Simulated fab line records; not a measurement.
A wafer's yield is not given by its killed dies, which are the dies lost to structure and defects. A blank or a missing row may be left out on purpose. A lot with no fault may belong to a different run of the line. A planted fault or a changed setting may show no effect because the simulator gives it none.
Struck lot and sound lot, side by side + flow berkeley cmos170 + 32 steps out of a route of 331
Sound: wafers L476.3, L476.4, L476.6. The struck wafers were L484.2, L484.5, L484.6. The cause is given at the end.
Order at every step that has rows: each side's tool, ch and its chambers, its first start. Under that, the readings that differ: sound wafers + struck wafers + difference of the means + sigmas: that difference in standard deviations of wafers without a fault.
alike: words and numbers the same on both sides, and readings whose means are apart by under 2 such deviations; not compared: readings that were withheld, readings missing a value for some wafer, numbers with overlapping values and no deviation given by the record, and bounds like >300 which may hide the same value.
The two part at a step that has a row with sigmas, a row that says differs or no value, or rows on one side only. Numbers that have no deviation but don't overlap get no sigmas and don't part them. A reading missing from all wafers of one side parts the sides only when that side holds two or more wafers.

first, 6 steps without rows for these wafers: UCB170_V2_HMDS_06 (prime time 60 s); UCB170_V2_COAT_07 (resist thk 900 nm); UCB170_V2_SOFTBAKE_08 (time 60 s); UCB170_V2_EXPOSE_09 (exposes mask VIA2, target cd 700 nm); UCB170_V2_PEB_10; UCB170_V2_DEVELOP_11 (develop time 45 s).
UCB170_V2_CD_MEAS_12: the cd target is 700 nm.
  sound on cd sem-02, day 8 03:10; struck on cd sem-02, day 9 18:35
  alike: cd nm
UCB170_V2_OVL_MEAS_13:
  sound on overlay-02, day 8 03:15; struck on overlay-01, day 9 18:41
  alike: V2_OVL
UCB170_V2_ETCH_14: etches SiO2 in CHF3/CF4/Ar, stops on Al, target depth 1250 nm, time 291 s.
  sound on rie diel-02 ch 0,3, day 8 03:17; struck on rie diel-03 ch 1,2,3, day 9 18:43
  alike: drypump motor current A, oes product au, throttle valve pct
  not compared: rf hours counter h
UCB170_V2_STRIP_15: strips in O2.
  sound on plasma asher-04 ch 0,1, day 8 03:29; struck on plasma asher-03 ch 0,1, day 9 18:54
  alike: drypump motor current A, oes product au, strip time to endpoint s
  not compared: rf hours counter h
UCB170_V2_CD_MEAS_90: the cd target is 700 nm.
  sound on cd sem-01, day 8 03:35; struck on cd sem-02, day 9 19:04
  alike: cd nm
then, 1 step without rows for these wafers: UCB170_M3_PRE_CLEAN_00 (preclean etch time 60 s).
UCB170_M3_SPUTTER_01: material Al, target thk 900 nm, time 120 s.
  sound on pvd sputter-03, day 8 03:44; struck on pvd sputter-04, day 9 19:29
  alike: throttle valve pct
UCB170_M3_RS_MEAS_02: a four-point-probe measurement.
  sound on film metro-03, day 8 03:52; struck on film metro-03, day 9 19:35
| reading           | sound                | struck               | difference | sigmas |
|-------------------|----------------------|----------------------|------------|--------|
| M3_AL_RS (ohm/sq) | 0.0326 0.0324 0.0323 | 0.0160 0.0162 0.0161 | -0.0163    | -53    |
UCB170_M3_THK_MEAS_03: measures by xrf.
  sound on film metro-03, day 8 03:58; struck on film metro-03, day 9 19:43
| reading        | sound       | struck         | difference | sigmas |
|----------------|-------------|----------------|------------|--------|
| M3_AL_THK (nm) | 892 893 895 | 1797 1768 1789 | +891       | +96    |
then, 3 steps without rows for these wafers: UCB170_M3_HMDS_04 (prime time 60 s); UCB170_M3_COAT_05 (resist thk 900 nm); UCB170_M3_SOFTBAKE_06 (time 60 s).
UCB170_M3_STRIP_07: strips in O2.
  sound on plasma asher-02 ch 0,1, day 8 04:29; struck on plasma asher-02 ch 0,1, day 9 20:20
  alike: drypump motor current A, oes product au, strip time to endpoint s
  not compared: rf hours counter h
then, 7 steps without rows for these wafers: UCB170_M3_STRIP_08 (strips KrF in DMSO, time 600 s); UCB170_M3_COAT_09; UCB170_M3_COAT_10 (resist thk 900 nm); UCB170_M3_SOFTBAKE_11 (time 60 s); UCB170_M3_EXPOSE_12 (exposes mask METAL3, target cd 700 nm); UCB170_M3_PEB_13; UCB170_M3_DEVELOP_14 (develop time 45 s).
UCB170_M3_CD_MEAS_15: the cd target is 700 nm.
  sound on cd sem-02, day 8 05:38; struck on cd sem-02, day 9 21:40
  alike: cd nm
UCB170_M3_OVL_MEAS_16:
  sound on overlay-02, day 8 05:43; struck on overlay-01, day 9 21:46
  alike: M3_OVL
UCB170_M3_ETCH_17: etches BARC in N2/H2.
  sound on rie diel-03 ch 2,3, day 8 05:44; struck on rie diel-01 ch 0,2,3, day 9 21:47
| reading               | sound          | struck         | difference | sigmas |
|-----------------------|----------------|----------------|------------|--------|
| oes product au (a.u.) | 1.05 1.05 1.05 | 0.98 0.93 0.96 | -0.09      | -3     |
  alike: drypump motor current A, throttle valve pct
UCB170_M3_METAL_ETCH_18: etches Al in Cl2/BCl3, stops on SiO2, target depth 1170 nm, time 195 s.
  sound on rie metal-02 ch 0,1, day 8 05:51; struck on rie metal-03 ch 0,1, day 9 21:50
| reading                        | sound             | struck            | difference | sigmas |
|--------------------------------|-------------------|-------------------|------------|--------|
| oes product au (a.u.)          | 0.837 0.838 0.833 | 0.998 1.012 0.988 | +0.163     | +15    |
| throttle valve pct (%)         | 24.64 24.79 24.80 | 24.29 24.33 24.30 | -0.44      | -3     |
| model.etch.depth nm (nm)       | 889.3 893.7 896.8 | 1156 1199 1159    | +278       |        |
| model.M3.feature depth nm (nm) | 944 951.7 954.8   | 1156 1199 1159    | +221       |        |
  alike: drypump motor current A
  not compared: rf hours counter h
UCB170_M3_STRIP_19: strips in O2.
  sound on plasma asher-02 ch 0,1, day 8 06:01; struck on plasma asher-03 ch 0,1, day 9 22:01
  alike: drypump motor current A, oes product au
  not compared: rf hours counter h
UCB170_M3_PROBE_99:
  sound on prober-01, day 8 06:25; struck on prober-01, day 9 22:35
| reading                           | sound | struck | difference | sigmas |
|-----------------------------------|-------|--------|------------|--------|
| model.etest.antenna m2.over limit | 0 0   | 1      | +1         |        |
| model.etest.antenna m3.short      | 0 0   | 1      | +1         |        |
| model.etest.antenna m2.short      | 0 0   | 1      | +1         |        |
| model.etest.antenna m3.over limit | 0 0   | 1      | +1         |        |

WHERE THEY PART
First at UCB170_M3_RS_MEAS_02; last, within this record, at UCB170_M3_METAL_ETCH_18. Later steps at which nothing parts them and some readings are alike: UCB170_M3_STRIP_19.

WHY: what had been put in by the simulator
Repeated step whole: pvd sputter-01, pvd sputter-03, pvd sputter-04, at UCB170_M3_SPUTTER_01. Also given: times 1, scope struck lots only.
